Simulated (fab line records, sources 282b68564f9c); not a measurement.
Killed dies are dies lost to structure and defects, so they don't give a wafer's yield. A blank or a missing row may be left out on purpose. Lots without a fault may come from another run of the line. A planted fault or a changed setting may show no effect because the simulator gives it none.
fab line records | flow rit_cmos
record lots=6 wafers=18 last_day=7
route steps=202 shown NWELL@35 PWELL@39 WELLDRIVE@50 NRETRO@53 M1@202
lots that met no fault: from a run of the same line without faults
start_h: hours from the record's first day to the start of the lot's first wafer shown | wait_h: hours since the lot's step before | " the same as in the row above | L1.1+2: a row that stands for several wafers | - no value, or no start given | * or withheld: withheld | < > ~ a bound
route shown NAME@n: a module of which the file shows steps, and the number in the route of the first | usual: mean/standard deviation of fault-free wafers | same: alike in all rows | chamber/n: place in a boat | sites: the reading at each site | _std_site: their standard deviation | _edge_site: outer sites' mean less inner sites' | radius_mm: how far each site lies from the wafer's centre | mask NAME#n: copy n | behind: the tool/chamber that last shaped the wafer | hold: why the lot was held/for how many hours/how that ended | device: the transistor (n, p or np) that didn't switch | end of line: the same wafers' tests at the end of the route | a step without rows: its recipe alone | killed: dies lost to structure and defects at the first sort, not the wafer's yield | map: a wafer's dies, x killed, . not, _ none there
set.NAME: the setting as run; set.NAME@STEP: as run at that earlier step | model.NAME: the simulator's own value behind a step, which no gauge read
lots at some steps of the route; a table a step, a row a wafer
services: from which hour (start_h, from the record's first day; less than 0 if before it) a tool's chamber was out of use, for how many hours, and why
## steps
# step RIT_NWELL_HARDBAKE_07
# recipe resist=NOVOLAK temp_c=140 time_s=120
# step RIT_NWELL_IMPLANT_08
# recipe species=P energy_kev=170 dose_cm2=5e+13 tilt_deg=7
# step RIT_NWELL_STRIP_09
# recipe chemistry=O2 time_s=180 resist=NOVOLAK platen_temp_c=withheld power_w=500 pressure_mtorr=4000 o2_flow_sccm=4000
# usual drypump_motor_current_A=5.4/0.45
# columns lot.wafer tool chamber start_h wait_h drypump_motor_current_A rf_hours_counter_h
L890.1 plasma_asher-02 0 22.18 0.1 5.4 39
L890.3 " 0 " " 5.4 -
L890.6 " 1 " " 5.1 -
L892.1 plasma_asher-02 1 33.26 0.1 5.1 40
L892.3 " 0 " " 5.4 -
L892.4 " 1 " " 5.1 -
L898.2 plasma_asher-03 0 65.23 0.1 5.3 41
L898.3 " 0 " " 5.3 -
L898.5 " 0 " " 5.3 -
L900.2 plasma_asher-03 0 72.58 0.1 5.3 42
L900.3 " 0 " " 5.3 -
L900.4 " 1 " " 5.5 -
L907.2 plasma_asher-01 1 107.28 0.1 6.4 33
L907.3 " 0 " " 4.9 -
L907.4 " 1 " " 6.4 -
L911.1 plasma_asher-03 0 127.81 0.1 5.3 1
L911.2 " 1 " " 5.5 1
L911.6 " 0 " " 5.3 -
# step RIT_NWELL_TW_MEAS_10
# usual NWELL_TW=2119/20
# columns lot.wafer tool chamber start_h wait_h NWELL_TW
L890.1 film_metro-02 - 22.35 0.1 2128
L890.3 " - " " 2128
L890.6 " - " " 2126
L892.1 film_metro-02 - 33.44 0.1 2127
L892.3 " - " " 2138
L892.4 " - " " 2135
L898.2 film_metro-02 - 65.41 0.1 2132
L898.3 " - " " 2118
L898.5 " - " " 2138
L900.2 film_metro-02 - 72.77 0.1 2144
L900.3 " - " " 2131
L900.4 " - " " 2114
L907.2 film_metro-02 - 107.46 0.1 2150
L907.3 " - " " 2155
L907.4 " - " " 2153
L911.1 film_metro-02 - 127.98 0.1 2148
L911.2 " - " " 2163
L911.6 " - " " 2158
# step RIT_PWELL_HMDS_00
# recipe prime_time_s=60 prime_temp_c=140
# step RIT_PWELL_COAT_01
# recipe resist=NOVOLAK spin_rpm=2000 resist_thk_nm=1286
# step RIT_PWELL_SOFTBAKE_02
# recipe resist=NOVOLAK temp_c=90 time_s=60
# step RIT_PWELL_EXPOSE_03
# recipe mask_id=M3 na=0.57 target_cd_nm=43700 dose_mj=250
# step RIT_PWELL_PEB_04
# recipe resist=NOVOLAK temp_c=withheld time_s=withheld
# step RIT_PWELL_DEVELOP_05
# recipe resist=NOVOLAK develop_time_s=68 dev_temp_c=23
# step RIT_PWELL_OVL_MEAS_06
# usual PWELL_OVL=-0.7/1.6
# columns lot.wafer tool chamber start_h wait_h PWELL_OVL[nm]
L890.1 overlay-02 - 23.42 - -3.4
L890.3 " - " " -2.8
L890.6 " - " " -4.0
L892.1 overlay-01 - 34.38 - -0.8
L892.3 " - " " 0.1
L892.4 " - " " 2.8
L898.2 overlay-02 - 66.47 - -2.2
L898.3 " - " " 0.0
L898.5 " - " " -1.3
L900.2 overlay-02 - 73.83 - -0.2
L900.3 " - " " -0.7
L900.4 " - " " 0.1
L907.2 overlay-01 - 108.52 - 0.5
L907.3 " - " " 0.1
L907.4 " - " " 1.6
L911.1 overlay-02 - 129.29 - -4.1
L911.2 " - " " -1.4
L911.6 " - " " -2.7
# step RIT_PWELL_HARDBAKE_07
# recipe resist=NOVOLAK temp_c=140 time_s=120
# step RIT_PWELL_IMPLANT_08
# recipe species=B energy_kev=170 dose_cm2=7.089e+13 tilt_deg=7
# usual tilt_deg=7.001/0.022
# same implant_ion_amu=11
# columns lot.wafer tool chamber start_h wait_h tilt_deg
L890.1 implanter-04 0 23.70 0.2 7.038
L890.3 " 0 " " 7.038
L890.6 " 0 " " 7.008
L892.1 implanter-01 0 34.67 0.2 7.009
L892.3 " 0 " " 7.005
L892.4 " 0 " " 7.005
L898.2 implanter-01 0 66.78 0.2 3.122
L898.3 " 0 " " 3.140
L898.5 " 0 " " 3.137
L900.2 implanter-01 0 74.13 0.2 3.141
L900.3 " 0 " " 3.105
L900.4 " 0 " " 3.103
L907.2 implanter-04 0 108.83 0.2 6.958
L907.3 " 0 " " 6.996
L907.4 " 0 " " 6.969
L911.1 implanter-03 0 129.57 0.2 6.973
L911.2 " 0 " " 6.999
L911.6 " 0 " " 6.993
# step RIT_PWELL_STRIP_09
# recipe chemistry=O2 time_s=180 resist=NOVOLAK platen_temp_c=withheld power_w=500 pressure_mtorr=4000 o2_flow_sccm=4000
# usual drypump_motor_current_A=5.7/0.65
# columns lot.wafer tool chamber start_h wait_h drypump_motor_current_A rf_hours_counter_h
L890.1 plasma_asher-03 0 23.85 0.1 5.3 37
L890.3 " 1 " " 5.5 -
L890.6 " 0 " " 5.3 -
L892.1 plasma_asher-01 1 34.82 0.1 6.4 25
L892.3 " 0 " " 4.9 -
L892.4 " 1 " " 6.4 -
L898.2 plasma_asher-04 0 66.90 0.1 5.4 40
L898.3 " 0 " " 5.4 -
L898.5 " 1 " " 6.7 -
L900.2 plasma_asher-01 1 74.26 0.1 6.4 29
L900.3 " 1 " " 6.4 -
L900.4 " 0 " " 4.9 -
L907.2 plasma_asher-04 1 108.95 0.1 6.6 45
L907.3 " 1 " " 6.7 -
L907.4 " 0 " " 5.4 -
L911.1 plasma_asher-04 1 129.72 0.1 6.7 48
L911.2 " 0 " " 5.4 48
L911.6 " 0 " " 5.4 -
# step RIT_PWELL_TW_MEAS_10
# usual PWELL_TW=941/8.5
# columns lot.wafer tool chamber start_h wait_h PWELL_TW
L890.1 film_metro-04 - 24.03 0.1 932
L890.3 " - " " 932
L890.6 " - " " 932
L892.1 film_metro-02 - 34.99 0.1 949
L892.3 " - " " 950
L892.4 " - " " 951
L898.2 film_metro-02 - 67.09 0.1 944
L898.3 " - " " 941
L898.5 " - " " 938
L900.2 film_metro-02 - 74.44 0.1 947
L900.3 " - " " 938
L900.4 " - " " 943
L907.2 film_metro-03 - 109.14 0.1 935
L907.3 " - " " 935
L907.4 " - " " 935
L911.1 film_metro-03 - 129.90 0.1 937
L911.2 " - " " 941
L911.6 " - " " 936
# step RIT_WELLDRIVE_ANNEAL_00
# recipe temp_c=1100 time_s=14700 ambient=N2
# step RIT_WELLDRIVE_RS_MEAS_01
# recipe thk_meas_gauge=four-point-probe
# usual NWELL_RS=275.5/0.63
# columns lot.wafer tool chamber start_h wait_h NWELL_RS[ohm/sq]
L890.1 film_metro-04 - 29.40 0.0 275.7
L890.3 " - " " 275.6
L890.6 " - " " 275.7
L892.1 film_metro-02 - 40.13 0.0 275.8
L892.3 " - " " 276.4
L892.4 " - " " 275.3
L898.2 film_metro-03 - 73.49 0.0 275.5
L898.3 " - " " 275.5
L898.5 " - " " 275.3
L900.2 film_metro-03 - 81.10 0.0 275.7
L900.3 " - " " 275.5
L900.4 " - " " 275.9
L907.2 film_metro-02 - 114.80 0.0 274.9
L907.3 " - " " 275.1
L907.4 " - " " 275.2
L911.1 film_metro-03 - 135.04 0.0 274.7
L911.2 " - " " 275.4
L911.6 " - " " 275.1
# step RIT_WELLDRIVE_RS_MEAS_02
# recipe thk_meas_gauge=four-point-probe
# usual PWELL_RS=426.3/1.2
# columns lot.wafer tool chamber start_h wait_h PWELL_RS[ohm/sq]
L890.1 film_metro-04 - 29.52 0.1 425.9
L890.3 " - " " 427.9
L890.6 " - " " 425.7
L892.1 film_metro-02 - 40.25 0.1 427.2
L892.3 " - " " 426.4
L892.4 " - " " 425.3
L898.2 film_metro-03 - 73.61 0.1 422.5
L898.3 " - " " 422.2
L898.5 " - " " 421.8
L900.2 film_metro-03 - 81.22 0.1 419.5
L900.3 " - " " 420.6
L900.4 " - " " 419.6
L907.2 film_metro-02 - 114.92 0.1 427.2
L907.3 " - " " 427.8
L907.4 " - " " 426.8
L911.1 film_metro-03 - 135.16 0.1 426.7
L911.2 " - " " 425.1
L911.6 " - " " 425.8
# step RIT_NRETRO_HMDS_00
# recipe prime_time_s=60 prime_temp_c=140
# step RIT_M1_PROBE_99
# usual killed_at_M0_to_M3=0.0/0.2 killed_at_contacts=0.1/0.25 killed_at_front_end=6/3.1 killed_dies=6/3.1 killed_open=2.9/2 killed_short=3.3/2
# same gross_dies=264 killed_at_M4_up=0 killed_at_back_side=0 killed_at_other=0
# columns lot.wafer tool chamber start_h wait_h killed_at_M0_to_M3 killed_at_contacts killed_at_front_end killed_dies killed_open killed_short
L890.1 prober-02 - 57.66 0.1 0 0 9 9 5 4
L890.3 prober-02 - 57.76 0.2 0 0 2 2 0 2
L890.6 prober-02 - 57.91 0.2 0 0 2 2 2 0
L892.1 prober-02 - 73.22 0.1 0 1 8 9 8 1
L892.3 prober-02 - 73.32 0.2 0 0 6 6 3 3
L892.4 prober-02 - 73.37 0.2 0 0 6 6 4 2
L898.2 prober-02 - 104.01 0.1 0 0 6 6 4 2
L898.3 prober-02 - 104.06 0.2 0 0 7 7 2 5
L898.5 prober-02 - 104.16 0.2 0 1 4 5 0 5
L900.2 prober-02 - 112.64 0.1 0 1 1 2 0 2
L900.3 prober-02 - 112.69 0.2 0 0 3 3 1 2
L900.4 prober-02 - 112.74 0.2 0 0 5 5 4 1
L907.2 prober-01 - 146.38 0.1 0 0 8 8 3 5
L907.3 prober-01 - 146.43 0.2 1 0 7 8 3 5
L907.4 prober-01 - 146.48 0.2 0 0 6 6 2 4
L911.1 prober-01 - 163.84 0.1 0 0 7 7 1 6
L911.2 prober-01 - 163.89 0.1 0 0 8 8 2 6
L911.6 prober-01 - 164.09 0.2 0 0 4 4 0 4
# killed by level:class
L890.1 FOX1:geometric_particle:short=2 SILICIDE:geometric_particle:open=2 FOX1:geometric_particle:open=1 FOX2:geometric_particle:short=1 REOX:geometric_particle:open=1 SPACER:geometric_particle:open=1 SILICIDE:geometric_particle:short=1
L890.3 GATE:geometric_particle:short=1 REOX:geometric_particle:short=1
L890.6 ACTIVE:geometric_particle:open=1 GATE:geometric_particle:open=1
L892.1 FOX1:geometric_particle:open=2 SILICIDE:geometric_particle:open=2 FOX2:geometric_particle:open=1 GATE:geometric_particle:open=1 GATE:geometric_particle:short=1 SPACER:geometric_particle:open=1 CONTACT:geometric_particle:open=1
L892.3 GATE:geometric_particle:short=2 FOX2:geometric_particle:open=1 GATE:geometric_particle:open=1 SILICIDE:geometric_particle:short=1 SILICIDE:geometric_particle:open=1
L892.4 FOX2:geometric_particle:open=1 GATE:geometric_particle:open=1 SPACER:geometric_particle:open=1 SPACER:geometric_particle:short=1 SILICIDE:geometric_particle:open=1 SILICIDE:geometric_particle:short=1
L898.2 SPACER:geometric_particle:open=2 FOX1:geometric_particle:open=1 FOX2:geometric_particle:short=1 REOX:geometric_particle:short=1 REOX:geometric_particle:open=1
L898.3 FOX2:geometric_particle:short=4 FOX2:geometric_particle:open=1 GATE:geometric_particle:open=1 GATE:geometric_particle:short=1
L898.5 FOX2:geometric_particle:short=2 GATE:geometric_particle:short=1 SPACER:geometric_particle:short=1 CONTACT:geometric_particle:short=1
L900.2 SILICIDE:geometric_particle:short=1 CONTACT:geometric_particle:short=1
L900.3 FOX2:geometric_particle:open=1 GATE:geometric_particle:short=1 SPACER:geometric_particle:short=1
L900.4 FOX1:geometric_particle:open=1 FOX2:geometric_particle:open=1 GATE:geometric_particle:open=1 SPACER:geometric_particle:short=1 SILICIDE:geometric_particle:open=1
L907.2 GATE:geometric_particle:open=2 REOX:geometric_particle:short=2 SPACER:geometric_particle:short=2 SILICIDE:geometric_particle:open=1 SILICIDE:geometric_particle:short=1
L907.3 FOX1:geometric_particle:short=2 REOX:geometric_particle:short=2 SILICIDE:geometric_particle:open=2 SPACER:geometric_particle:open=1 M1:geometric_particle:short=1
L907.4 FOX2:geometric_particle:open=1 GATE:geometric_particle:short=1 REOX:geometric_particle:short=1 SPACER:geometric_particle:open=1 SPACER:geometric_particle:short=1 SILICIDE:geometric_particle:short=1
L911.1 SPACER:geometric_particle:short=3 FOX2:geometric_particle:short=1 GATE:geometric_particle:short=1 GATE:geometric_particle:open=1 REOX:geometric_particle:short=1
L911.2 GATE:geometric_particle:short=4 GATE:geometric_particle:open=2 SILICIDE:geometric_particle:short=2
L911.6 REOX:geometric_particle:short=2 GATE:geometric_particle:short=1 SILICIDE:geometric_particle:short=1
## services
# columns tool chamber start_h hours kind
implanter-01 - 8.98 2.2 repair
implanter-03 - 12.73 12.6 pm
plasma_asher-04 - 21.83 2.8 pm
implanter-01 - 32.01 1.9 repair
implanter-03 - 34.00 2.7 repair
implanter-03 - 68.10 3.8 repair
plasma_asher-02 - 71.80 14.6 pm
plasma_asher-03 - 88.64 1.2 repair
plasma_asher-03 - 108.75 9.0 pm
plasma_asher-03 0 108.75 9.0 vent_cycle
plasma_asher-03 1 108.75 9.0 vent_cycle
plasma_asher-03 0 117.75 - clean
plasma_asher-03 1 117.75 - clean
## key
first_sign step=RIT_PWELL_IMPLANT_08 reading=tilt_deg direction=down sigmas=99+ usual=7.001 struck=3.124
effect step=RIT_WELLDRIVE_RS_MEAS_02 reading=PWELL_RS direction=down sigmas=4.2 usual=426.3 struck=421.0
met_at RIT_PWELL_IMPLANT_08
struck_wafers L898.2,L898.3,L898.5,L900.2,L900.3,L900.4
tester_left_out L898,L900
onset_between 34.67 66.78
fault kind=process_parameter_drift tool=implanter-01 chamber=- onset_h=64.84 steps=RIT_PWELL_IMPLANT_08 channel=tilt_deg offset=-3.8782 shape=step end_h=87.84 acts_in=these_recipes_only stated=7
# tester_left_out: of these lots the tester's yield and bins aren't shown, on N5 and GAA mostly nor the transistor test; their killed dies are dies lost to structure and defects alone, not to doping, threshold or leakage, so they don't give the yield
